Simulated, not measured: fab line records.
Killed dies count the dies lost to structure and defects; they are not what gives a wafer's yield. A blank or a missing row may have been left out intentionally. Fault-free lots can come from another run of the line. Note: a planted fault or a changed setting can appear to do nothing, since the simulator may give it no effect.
fab line records | flow berkeley_cmos170
[record] lots = 5 | wafers = 23
route steps=331 shown V1@263 M2@272 V2@302 M3@310
start_h: hours from the record's opening day to when the first of the lot's shown wafers began | wait_h: time in hours since the lot's previous step | " the same as in the row above | L1.1+2: several wafers, shown together as one row | - value missing, or start not given | * or withheld: withheld | < > ~ a bound
route shown NAME@n: names a module that has steps shown in the file, with the first one's number in the route | usual: mean/standard deviation of fault-free wafers | same: alike in all rows | chamber/n: place in a boat | sites: each site's reading | _std_site: how widely they spread, as a standard deviation | _edge_site: the outer-site mean with the inner-site mean subtracted | radius_mm: for every site, how far away it sits from the centre of the wafer | mask NAME#n: copy n | behind: the tool/chamber that last shaped the wafer | hold: why the lot was held/for how many hours/how that ended | device: the n, p or np transistor that did not switch | end of line: at the end of the route, the tests of the same wafers | for a step that has no rows: nothing shown but its recipe | killed: not the wafer's yield, but the dies lost to structure and defects at the first sort | map: dies across one wafer; x = killed, . = not, _ = none there
set.NAME: the setting that was run; set.NAME@STEP: the one run at that earlier step | model.NAME: the simulator's own value behind a step, which no gauge read
lots run with intentionally changed settings; tables by step, rows by wafer
[[steps]]
[step UCB170_V1_EXPOSE_09]
[recipe] mask_id = VIA1 | target_cd_nm = 700 | na = 0.5 | sigma_outer = 0.6 | source_shape = conventional | dose_mj = 37
lot.wafer      | tool           | chamber | start_h | wait_h | mask   | set.dose_mj
L074.1+2+4     | krf_scanner-02 | 0       | 147.69  | 0.4    | VIA1#0 | 35.37
L074.3+6       | "              | 0       | "       | "      | VIA1#0 | 37
L076.2+3+4     | krf_scanner-02 | 0       | 165.58  | 0.1    | VIA1#0 | 39.21
L076.5+6       | "              | 0       | "       | "      | VIA1#0 | 37
L077.1+2+3+5+6 | krf_scanner-01 | 0       | 165.84  | 0.2    | VIA1#0 | 37
L079.1+3+6     | krf_scanner-02 | 0       | 182.05  | 0.1    | VIA1#0 | 37
L080.1+2+3+4+5 | krf_scanner-01 | 0       | 190.27  | 0.2    | VIA1#0 | 37
[step UCB170_V1_PEB_10]
[recipe] peb_temp_c = 130 | peb_time_s = withheld | resist = KrF
[step UCB170_V1_DEVELOP_11]
[recipe] developer = TMAH | develop_time_s = 45 | resist = KrF | dev_temp_c = 21
[step UCB170_V1_CD_MEAS_12]
[recipe] target_cd_nm = 700
[usual] cd_nm = 699.4/1.3
lot.wafer | tool      | chamber | start_h | wait_h | set.dose_mj@V1_EXPOSE_09 | cd_nm
L074.1    | cd_sem-02 | -       | 148.09  | -      | 35.37                    | 692.7
L074.2    | "         | -       | "       | "      | 35.37                    | 691.6
L074.3    | "         | -       | "       | "      | 37                       | 700.2
L074.4    | "         | -       | "       | "      | 35.37                    | 691.9
L074.6    | "         | -       | "       | "      | 37                       | 700.8
L076.2    | cd_sem-01 | -       | 165.98  | -      | 39.21                    | 709.0
L076.3    | "         | -       | "       | "      | 39.21                    | 708.2
L076.4    | "         | -       | "       | "      | 39.21                    | 708.4
L076.5    | "         | -       | "       | "      | 37                       | 698.8
L076.6    | "         | -       | "       | "      | 37                       | 698.4
L077.1    | cd_sem-02 | -       | 166.23  | -      | 37                       | 700.3
L077.2    | "         | -       | "       | "      | 37                       | 700.4
L077.3    | "         | -       | "       | "      | 37                       | 700.6
L077.5    | "         | -       | "       | "      | 37                       | 701.0
L077.6    | "         | -       | "       | "      | 37                       | 699.4
L079.1    | cd_sem-01 | -       | 182.44  | -      | 37                       | 698.0
L079.3    | "         | -       | "       | "      | 37                       | 697.1
L079.6    | "         | -       | "       | "      | 37                       | 698.2
L080.1    | cd_sem-02 | -       | 191.15  | -      | 37                       | 699.1
L080.2    | "         | -       | "       | "      | 37                       | 699.1
L080.3    | "         | -       | "       | "      | 37                       | 699.5
L080.4    | "         | -       | "       | "      | 37                       | 699.8
L080.5    | "         | -       | "       | "      | 37                       | 699.2
[step UCB170_V1_ETCH_14]
[recipe] chemistry = CHF3/CF4/Ar | target = SiO2 | stop_on = Al | CHF3_flow_sccm = 45 | cf4_flow_sccm = 15 | Ar_flow_sccm = 150 | pressure_mtorr = 200 | rf_w = 700 | target_depth_a = 12500 | over_etch_frac = 0.25 | time_s = 291
lot.wafer | tool        | chamber | start_h | wait_h | set.dose_mj@V1_EXPOSE_09 | model.V1.cd_nm
L074.1    | rie_diel-04 | 2       | 148.24  | 0.0    | 35.37                    | 692.7
L074.2    | "           | 0       | "       | "      | 35.37                    | 691.7
L074.3    | "           | 1       | "       | "      | 37                       | 700.3
L074.4    | "           | 3       | "       | "      | 35.37                    | 692.3
L074.6    | "           | 0       | "       | "      | 37                       | 700.7
L076.2    | rie_diel-03 | 3       | 166.11  | 0.0    | 39.21                    | 707.7
L076.3    | "           | 0       | "       | "      | 39.21                    | 707.2
L076.4    | "           | 2       | "       | "      | 39.21                    | 707.8
L076.5    | "           | 2       | "       | "      | 37                       | 698
L076.6    | "           | 1       | "       | "      | 37                       | 697.1
L077.1    | rie_diel-04 | 3       | 166.38  | 0.0    | 37                       | 700.1
L077.2+5  | "           | 0       | "       | "      | 37                       | 699.8
L077.3    | "           | 1       | "       | "      | 37                       | 700.2
L077.6    | "           | 1       | "       | "      | 37                       | 698.9
L079.1    | rie_diel-03 | 3       | 182.60  | 0.0    | 37                       | 697.1
L079.3    | "           | 1       | "       | "      | 37                       | 697.2
L079.6    | "           | 2       | "       | "      | 37                       | 698.6
L080.1    | rie_diel-04 | 2       | 191.30  | 0.0    | 37                       | 698.9
L080.2    | "           | 1       | "       | "      | 37                       | 699.1
L080.3    | "           | 2       | "       | "      | 37                       | 698.8
L080.4    | "           | 1       | "       | "      | 37                       | 699.3
L080.5    | "           | 1       | "       | "      | 37                       | 699.2
[step UCB170_V1_STRIP_15]
[recipe] chemistry = O2 | power_w = 400 | pressure_mtorr = 3500 | platen_temp_c = withheld | o2_flow_sccm = 400 | overash_fraction = 0.5
[step UCB170_V1_CD_MEAS_90]
[recipe] target_cd_nm = 700
[usual] cd_nm = 699.2/1.5
lot.wafer | tool      | chamber | start_h | wait_h | set.dose_mj@V1_EXPOSE_09 | cd_nm
L074.1    | cd_sem-02 | -       | 148.60  | 0.1    | 35.37                    | 692.3
L074.2    | "         | -       | "       | "      | 35.37                    | 691.7
L074.3    | "         | -       | "       | "      | 37                       | 700.4
L074.4    | "         | -       | "       | "      | 35.37                    | 692.2
L074.6    | "         | -       | "       | "      | 37                       | 700.8
L076.2    | cd_sem-01 | -       | 166.41  | 0.1    | 39.21                    | 707.7
L076.3    | "         | -       | "       | "      | 39.21                    | 707.3
L076.4    | "         | -       | "       | "      | 39.21                    | 707.8
L076.5    | "         | -       | "       | "      | 37                       | 697.7
L076.6    | "         | -       | "       | "      | 37                       | 697.0
L077.1    | cd_sem-02 | -       | 166.66  | 0.1    | 37                       | 700.1
L077.2    | "         | -       | "       | "      | 37                       | 699.9
L077.3    | "         | -       | "       | "      | 37                       | 700.1
L077.5    | "         | -       | "       | "      | 37                       | 700.2
L077.6    | "         | -       | "       | "      | 37                       | 698.9
L079.1    | cd_sem-02 | -       | 182.88  | 0.1    | 37                       | 697.4
L079.3    | "         | -       | "       | "      | 37                       | 696.9
L079.6    | "         | -       | "       | "      | 37                       | 698.6
L080.1    | cd_sem-02 | -       | 191.67  | 0.1    | 37                       | 699.1
L080.2    | "         | -       | "       | "      | 37                       | 698.9
L080.3    | "         | -       | "       | "      | 37                       | 699.1
L080.4    | "         | -       | "       | "      | 37                       | 699.3
L080.5    | "         | -       | "       | "      | 37                       | 699.4
[step UCB170_M2_SPUTTER_01]
[recipe] material = Al | target_thk_nm = 900 | time_s = 120 | power_w = 6000 | chamber_pressure_pa = 0.5
lot.wafer | tool           | chamber | start_h | wait_h | set.power_w | model.Al_of_M2_SPUTTER_01.thk_nm
L074.1    | pvd_sputter-04 | -       | 148.79  | 0.0    | 6000        | 905.9
L074.2    | "              | -       | "       | "      | 6000        | 905.7
L074.3    | "              | -       | "       | "      | 5344        | 801.6
L074.4    | "              | -       | "       | "      | 5344        | 801.9
L074.6    | "              | -       | "       | "      | 5344        | 804.5
L076.2    | pvd_sputter-04 | -       | 166.58  | 0.0    | 5714        | 862.1
L076.3    | "              | -       | "       | "      | 5714        | 860.8
L076.4    | "              | -       | "       | "      | 6000        | 906.2
L076.5    | "              | -       | "       | "      | 6000        | 906.9
L076.6    | "              | -       | "       | "      | 5714        | 869
L077.1    | pvd_sputter-02 | -       | 166.85  | 0.0    | 6000        | 900.1
L077.2    | "              | -       | "       | "      | 6000        | 897
L077.3    | "              | -       | "       | "      | 6495        | 969.8
L077.5    | "              | -       | "       | "      | 6495        | 972.4
L077.6    | "              | -       | "       | "      | 6495        | 980.3
L079.1    | pvd_sputter-03 | -       | 183.07  | 0.0    | 6000        | 894.2
L079.3    | "              | -       | "       | "      | 6000        | 897.4
L079.6    | "              | -       | "       | "      | 6000        | 892
L080.1    | pvd_sputter-04 | -       | 191.86  | 0.0    | 6338        | 950.1
L080.2    | "              | -       | "       | "      | 6338        | 944.5
L080.3    | "              | -       | "       | "      | 6000        | 889
L080.4    | "              | -       | "       | "      | 6000        | 903.9
L080.5    | "              | -       | "       | "      | 6338        | 947.1
[step UCB170_M2_RS_MEAS_02]
[recipe] thk_meas_gauge = four-point-probe | reads = Al_of_M2_SPUTTER_01
[usual] M2_AL_RS = 0.0323/0.00031
lot.wafer | tool          | chamber | start_h | wait_h | set.power_w@M2_SPUTTER_01 | M2_AL_RS[ohm/sq]
L074.1    | film_metro-03 | -       | 148.87  | 0.0    | 6000                      | 0.0320
L074.2    | "             | -       | "       | "      | 6000                      | 0.0320
L074.3    | "             | -       | "       | "      | 5344                      | 0.0362
L074.4    | "             | -       | "       | "      | 5344                      | 0.0363
L074.6    | "             | -       | "       | "      | 5344                      | 0.0361
L076.2    | film_metro-02 | -       | 166.68  | 0.1    | 5714                      | 0.0336
L076.3    | "             | -       | "       | "      | 5714                      | 0.0336
L076.4    | "             | -       | "       | "      | 6000                      | 0.0319
L076.5    | "             | -       | "       | "      | 6000                      | 0.0319
L076.6    | "             | -       | "       | "      | 5714                      | 0.0333
L077.1    | film_metro-03 | -       | 166.93  | 0.0    | 6000                      | 0.0323
L077.2    | "             | -       | "       | "      | 6000                      | 0.0323
L077.3    | "             | -       | "       | "      | 6495                      | 0.0299
L077.5    | "             | -       | "       | "      | 6495                      | 0.0299
L077.6    | "             | -       | "       | "      | 6495                      | 0.0296
L079.1    | film_metro-04 | -       | 183.15  | 0.0    | 6000                      | 0.0324
L079.3    | "             | -       | "       | "      | 6000                      | 0.0323
L079.6    | "             | -       | "       | "      | 6000                      | 0.0324
L080.1    | film_metro-03 | -       | 191.94  | 0.0    | 6338                      | 0.0305
L080.2    | "             | -       | "       | "      | 6338                      | 0.0307
L080.3    | "             | -       | "       | "      | 6000                      | 0.0327
L080.4    | "             | -       | "       | "      | 6000                      | 0.0321
L080.5    | "             | -       | "       | "      | 6338                      | 0.0307
[step UCB170_M2_THK_MEAS_03]
[recipe] thk_meas_gauge = xrf | reads = Al_of_M2_SPUTTER_01
[usual] M2_AL_THK = 888/8.4
lot.wafer | tool          | chamber | start_h | wait_h | set.power_w@M2_SPUTTER_01 | M2_AL_THK[nm]
L074.1    | film_metro-03 | -       | 148.99  | 0.1    | 6000                      | 895
L074.2    | "             | -       | "       | "      | 6000                      | 895
L074.3    | "             | -       | "       | "      | 5344                      | 794
L074.4    | "             | -       | "       | "      | 5344                      | 797
L074.6    | "             | -       | "       | "      | 5344                      | 796
L076.2    | film_metro-02 | -       | 166.79  | 0.1    | 5714                      | 844
L076.3    | "             | -       | "       | "      | 5714                      | 842
L076.4    | "             | -       | "       | "      | 6000                      | 893
L076.5    | "             | -       | "       | "      | 6000                      | 890
L076.6    | "             | -       | "       | "      | 5714                      | 855
L077.1    | film_metro-03 | -       | 167.05  | 0.1    | 6000                      | 895
L077.2    | "             | -       | "       | "      | 6000                      | 895
L077.3    | "             | -       | "       | "      | 6495                      | 964
L077.5    | "             | -       | "       | "      | 6495                      | 958
L077.6    | "             | -       | "       | "      | 6495                      | 970
L079.1    | film_metro-04 | -       | 183.27  | 0.1    | 6000                      | 881
L079.3    | "             | -       | "       | "      | 6000                      | 890
L079.6    | "             | -       | "       | "      | 6000                      | 878
L080.1    | film_metro-03 | -       | 192.06  | 0.1    | 6338                      | 939
L080.2    | "             | -       | "       | "      | 6338                      | 939
L080.3    | "             | -       | "       | "      | 6000                      | 884
L080.4    | "             | -       | "       | "      | 6000                      | 895
L080.5    | "             | -       | "       | "      | 6338                      | 940
[step UCB170_V2_PEB_10]
[recipe] peb_temp_c = 130 | peb_time_s = withheld | resist = KrF
lot.wafer      | tool           | chamber | start_h | wait_h | set.peb_temp_c
L074.1+3+6     | litho_track-04 | 0       | 154.16  | 0.2    | 130
L074.2+4       | "              | 0       | "       | "      | 131.5
L077.1+2+3+5+6 | litho_track-01 | 0       | 173.39  | 0.6    | 130
L076.2+3+4+5+6 | litho_track-02 | 0       | 173.77  | 0.5    | 130
L079.1+3+6     | litho_track-01 | 0       | 190.68  | 0.5    | 130
L080.1+3+4     | litho_track-04 | 0       | 201.27  | 0.6    | 127
L080.2+5       | "              | 0       | "       | "      | 130
[step UCB170_V2_DEVELOP_11]
[recipe] developer = TMAH | develop_time_s = 45 | resist = KrF | dev_temp_c = 21
[step UCB170_V2_CD_MEAS_12]
[recipe] target_cd_nm = 700
[usual] cd_nm = 699.5/1.2
lot.wafer | tool      | chamber | start_h | wait_h | set.peb_temp_c@V2_PEB_10 | cd_nm
L074.1    | cd_sem-02 | -       | 154.43  | -      | 130                      | 699.8
L074.2    | "         | -       | "       | "      | 131.5                    | 709.7
L074.3    | "         | -       | "       | "      | 130                      | 699.9
L074.4    | "         | -       | "       | "      | 131.5                    | 708.8
L074.6    | "         | -       | "       | "      | 130                      | 701.2
L077.1    | cd_sem-02 | -       | 173.66  | -      | 130                      | 699.3
L077.2    | "         | -       | "       | "      | 130                      | 699.6
L077.3    | "         | -       | "       | "      | 130                      | 699.7
L077.5    | "         | -       | "       | "      | 130                      | 699.9
L077.6    | "         | -       | "       | "      | 130                      | 699.6
L076.2    | cd_sem-02 | -       | 174.09  | -      | 130                      | 700.6
L076.3    | "         | -       | "       | "      | 130                      | 699.3
L076.4    | "         | -       | "       | "      | 130                      | 698.4
L076.5    | "         | -       | "       | "      | 130                      | 699.0
L076.6    | "         | -       | "       | "      | 130                      | 699.0
L079.1    | cd_sem-02 | -       | 190.95  | -      | 130                      | 700.7
L079.3    | "         | -       | "       | "      | 130                      | 699.7
L079.6    | "         | -       | "       | "      | 130                      | 700.2
L080.1    | cd_sem-02 | -       | 201.54  | -      | 127                      | 676.4
L080.2    | "         | -       | "       | "      | 130                      | 698.1
L080.3    | "         | -       | "       | "      | 127                      | 676.3
L080.4    | "         | -       | "       | "      | 127                      | 677.1
L080.5    | "         | -       | "       | "      | 130                      | 699.1
[step UCB170_V2_ETCH_14]
[recipe] chemistry = CHF3/CF4/Ar | target = SiO2 | stop_on = Al | CHF3_flow_sccm = 45 | cf4_flow_sccm = 15 | Ar_flow_sccm = 150 | pressure_mtorr = 200 | rf_w = 700 | target_depth_a = 12500 | over_etch_frac = 0.25 | time_s = 291
lot.wafer | tool        | chamber | start_h | wait_h | set.peb_temp_c@V2_PEB_10 | model.V2.cd_nm
L074.1    | rie_diel-03 | 1       | 154.59  | 0.0    | 130                      | 699.9
L074.2    | "           | 0       | "       | "      | 131.5                    | 708.9
L074.3    | "           | 2       | "       | "      | 130                      | 700.5
L074.4    | "           | 1       | "       | "      | 131.5                    | 709.3
L074.6    | "           | 0       | "       | "      | 130                      | 701.1
L077.1+6  | rie_diel-01 | 3       | 173.82  | 0.0    | 130                      | 699.5
L077.2    | "           | 2       | "       | "      | 130                      | 700.3
L077.3    | "           | 1       | "       | "      | 130                      | 700.9
L077.5    | "           | 2       | "       | "      | 130                      | 700.2
L076.2    | rie_diel-03 | 0       | 174.22  | 0.0    | 130                      | 700.1
L076.3    | "           | 1       | "       | "      | 130                      | 699.5
L076.4    | "           | 2       | "       | "      | 130                      | 699
L076.5    | "           | 3       | "       | "      | 130                      | 700.2
L076.6    | "           | 2       | "       | "      | 130                      | 700
L079.1    | rie_diel-03 | 1       | 191.11  | 0.0    | 130                      | 701.6
L079.3    | "           | 0       | "       | "      | 130                      | 699.1
L079.6    | "           | 0       | "       | "      | 130                      | 699.5
L080.1    | rie_diel-03 | 3       | 201.70  | 0.0    | 127                      | 677.3
L080.2    | "           | 1       | "       | "      | 130                      | 699
L080.3    | "           | 2       | "       | "      | 127                      | 677.2
L080.4    | "           | 0       | "       | "      | 127                      | 676.5
L080.5    | "           | 3       | "       | "      | 130                      | 700
[step UCB170_V2_STRIP_15]
[recipe] chemistry = O2 | power_w = 400 | pressure_mtorr = 3500 | platen_temp_c = withheld | o2_flow_sccm = 400 | overash_fraction = 0.5
[step UCB170_V2_CD_MEAS_90]
[recipe] target_cd_nm = 700
[usual] cd_nm = 699.7/1.4
lot.wafer | tool      | chamber | start_h | wait_h | set.peb_temp_c@V2_PEB_10 | cd_nm
L074.1    | cd_sem-02 | -       | 154.87  | 0.1    | 130                      | 700.0
L074.2    | "         | -       | "       | "      | 131.5                    | 708.6
L074.3    | "         | -       | "       | "      | 130                      | 700.6
L074.4    | "         | -       | "       | "      | 131.5                    | 709.3
L074.6    | "         | -       | "       | "      | 130                      | 701.0
L077.1    | cd_sem-01 | -       | 174.10  | 0.1    | 130                      | 699.5
L077.2    | "         | -       | "       | "      | 130                      | 700.0
L077.3    | "         | -       | "       | "      | 130                      | 700.8
L077.5    | "         | -       | "       | "      | 130                      | 700.0
L077.6    | "         | -       | "       | "      | 130                      | 699.3
L076.2    | cd_sem-01 | -       | 174.52  | 0.1    | 130                      | 700.2
L076.3    | "         | -       | "       | "      | 130                      | 699.6
L076.4    | "         | -       | "       | "      | 130                      | 699.2
L076.5    | "         | -       | "       | "      | 130                      | 700.4
L076.6    | "         | -       | "       | "      | 130                      | 700.3
L079.1    | cd_sem-01 | -       | 191.39  | 0.1    | 130                      | 701.2
L079.3    | "         | -       | "       | "      | 130                      | 699.2
L079.6    | "         | -       | "       | "      | 130                      | 699.3
L080.1    | cd_sem-01 | -       | 201.98  | 0.1    | 127                      | 677.2
L080.2    | "         | -       | "       | "      | 130                      | 698.9
L080.3    | "         | -       | "       | "      | 127                      | 677.2
L080.4    | "         | -       | "       | "      | 127                      | 676.2
L080.5    | "         | -       | "       | "      | 130                      | 700.2
[step UCB170_M3_SPUTTER_01]
[recipe] material = Al | target_thk_nm = 900 | time_s = 120 | power_w = 6000 | chamber_pressure_pa = 0.5
lot.wafer | tool           | chamber | start_h | wait_h | set.time_s | model.Al_of_M3_SPUTTER_01.thk_nm
L074.1    | pvd_sputter-03 | -       | 155.05  | 0.0    | 120        | 895.2
L074.2    | "              | -       | "       | "      | 120        | 888.2
L074.3    | "              | -       | "       | "      | 120        | 893.9
L074.4    | "              | -       | "       | "      | 120        | 897.9
L074.6    | "              | -       | "       | "      | 120        | 891.2
L077.1    | pvd_sputter-01 | -       | 174.29  | 0.0    | 120        | 884.4
L077.2    | "              | -       | "       | "      | 104        | 770.2
L077.3    | "              | -       | "       | "      | 104        | 767.2
L077.5    | "              | -       | "       | "      | 104        | 764
L077.6    | "              | -       | "       | "      | 120        | 873.4
L076.2    | pvd_sputter-03 | -       | 174.69  | 0.0    | 114.1      | 852.8
L076.3    | "              | -       | "       | "      | 114.1      | 853.5
L076.4    | "              | -       | "       | "      | 120        | 903.1
L076.5    | "              | -       | "       | "      | 120        | 905
L076.6    | "              | -       | "       | "      | 120        | 900.3
L079.1    | pvd_sputter-01 | -       | 191.57  | 0.0    | 120        | 905.8
L079.3    | "              | -       | "       | "      | 120        | 901.8
L079.6    | "              | -       | "       | "      | 120        | 902.9
L080.1    | pvd_sputter-03 | -       | 202.17  | 0.0    | 129.2      | 976.7
L080.2    | "              | -       | "       | "      | 120        | 907.5
L080.3    | "              | -       | "       | "      | 120        | 909.3
L080.4    | "              | -       | "       | "      | 120        | 904.5
L080.5    | "              | -       | "       | "      | 129.2      | 973.5
[step UCB170_M3_RS_MEAS_02]
[recipe] thk_meas_gauge = four-point-probe | reads = Al_of_M3_SPUTTER_01
[usual] M3_AL_RS = 0.03232/0.00027
lot.wafer | tool          | chamber | start_h | wait_h | set.time_s@M3_SPUTTER_01 | M3_AL_RS[ohm/sq]
L074.1    | film_metro-01 | -       | 155.14  | 0.0    | 120                      | 0.03233
L074.2    | "             | -       | "       | "      | 120                      | 0.0326
L074.3    | "             | -       | "       | "      | 120                      | 0.03243
L074.4    | "             | -       | "       | "      | 120                      | 0.03224
L074.6    | "             | -       | "       | "      | 120                      | 0.0325
L077.1    | film_metro-01 | -       | 174.37  | 0.0    | 120                      | 0.03278
L077.2    | "             | -       | "       | "      | 104                      | 0.03769
L077.3    | "             | -       | "       | "      | 104                      | 0.03783
L077.5    | "             | -       | "       | "      | 104                      | 0.03796
L077.6    | "             | -       | "       | "      | 120                      | 0.03323
L076.2    | film_metro-01 | -       | 174.79  | 0.1    | 114.1                    | 0.03399
L076.3    | "             | -       | "       | "      | 114.1                    | 0.03397
L076.4    | "             | -       | "       | "      | 120                      | 0.03205
L076.5    | "             | -       | "       | "      | 120                      | 0.03196
L076.6    | "             | -       | "       | "      | 120                      | 0.03217
L079.1    | film_metro-03 | -       | 191.66  | 0.0    | 120                      | 0.03206
L079.3    | "             | -       | "       | "      | 120                      | 0.03218
L079.6    | "             | -       | "       | "      | 120                      | 0.0321
L080.1    | film_metro-03 | -       | 202.25  | 0.0    | 129.2                    | 0.02969
L080.2    | "             | -       | "       | "      | 120                      | 0.03201
L080.3    | "             | -       | "       | "      | 120                      | 0.03198
L080.4    | "             | -       | "       | "      | 120                      | 0.03217
L080.5    | "             | -       | "       | "      | 129.2                    | 0.02981
[step UCB170_M3_THK_MEAS_03]
[recipe] thk_meas_gauge = xrf | reads = Al_of_M3_SPUTTER_01
[usual] M3_AL_THK = 887/11
lot.wafer | tool          | chamber | start_h | wait_h | set.time_s@M3_SPUTTER_01 | M3_AL_THK[nm]
L074.1    | film_metro-01 | -       | 155.26  | 0.1    | 120                      | 878
L074.2    | "             | -       | "       | "      | 120                      | 875
L074.3    | "             | -       | "       | "      | 120                      | 879
L074.4    | "             | -       | "       | "      | 120                      | 883
L074.6    | "             | -       | "       | "      | 120                      | 872
L077.1    | film_metro-01 | -       | 174.49  | 0.1    | 120                      | 868
L077.2    | "             | -       | "       | "      | 104                      | 758
L077.3    | "             | -       | "       | "      | 104                      | 753
L077.5    | "             | -       | "       | "      | 104                      | 749
L077.6    | "             | -       | "       | "      | 120                      | 855
L076.2    | film_metro-01 | -       | 174.90  | 0.1    | 114.1                    | 837
L076.3    | "             | -       | "       | "      | 114.1                    | 837
L076.4    | "             | -       | "       | "      | 120                      | 886
L076.5    | "             | -       | "       | "      | 120                      | 886
L076.6    | "             | -       | "       | "      | 120                      | 884
L079.1    | film_metro-03 | -       | 191.78  | 0.1    | 120                      | 900
L079.3    | "             | -       | "       | "      | 120                      | 896
L079.6    | "             | -       | "       | "      | 120                      | 893
L080.1    | film_metro-03 | -       | 202.37  | 0.1    | 129.2                    | 968
L080.2    | "             | -       | "       | "      | 120                      | 903
L080.3    | "             | -       | "       | "      | 120                      | 904
L080.4    | "             | -       | "       | "      | 120                      | 897
L080.5    | "             | -       | "       | "      | 129.2                    | 973
[[key]]
[split] step = UCB170_V1_EXPOSE_09 | setting = dose_mj | stated = 37 | by = wafer
[response] step = UCB170_V1_CD_MEAS_12 | reading = cd_nm | change = +1.75 | per = 1% | r = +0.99
[response] step = UCB170_V1_ETCH_14 | reading = model.V1.cd_nm | change = +1.75 | per = 1% | r = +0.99
[response] step = UCB170_V1_CD_MEAS_90 | reading = cd_nm | change = +1.79 | per = 1% | r = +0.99
[split] step = UCB170_M2_SPUTTER_01 | setting = power_w | stated = 6000 | by = wafer
[response] step = UCB170_M2_SPUTTER_01 | reading = model.Al_of_M2_SPUTTER_01.thk_nm | change = +9.26 | per = 1% | r = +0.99
[response] step = UCB170_M2_RS_MEAS_02 | reading = M2_AL_RS | change = -0.000347 | per = 1% | r = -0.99
[response] step = UCB170_M2_THK_MEAS_03 | reading = M2_AL_THK | change = +8.88 | per = 1% | r = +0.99
[split] step = UCB170_V2_PEB_10 | setting = peb_temp_c | stated = 130 | by = wafer
[response] step = UCB170_V2_CD_MEAS_12 | reading = cd_nm | change = +9.17 | per = 1% | r = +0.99
[response] step = UCB170_V2_ETCH_14 | reading = model.V2.cd_nm | change = +9.28 | per = 1% | r = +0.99
[response] step = UCB170_V2_CD_MEAS_90 | reading = cd_nm | change = +9.31 | per = 1% | r = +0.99
[split] step = UCB170_M3_SPUTTER_01 | setting = time_s | stated = 120 | by = wafer
[response] step = UCB170_M3_SPUTTER_01 | reading = model.Al_of_M3_SPUTTER_01.thk_nm | change = +8.65 | per = 1% | r = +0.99
[response] step = UCB170_M3_RS_MEAS_02 | reading = M3_AL_RS | change = -0.000351 | per = 1% | r = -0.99
[response] step = UCB170_M3_THK_MEAS_03 | reading = M3_AL_THK | change = +8.49 | per = 1% | r = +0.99
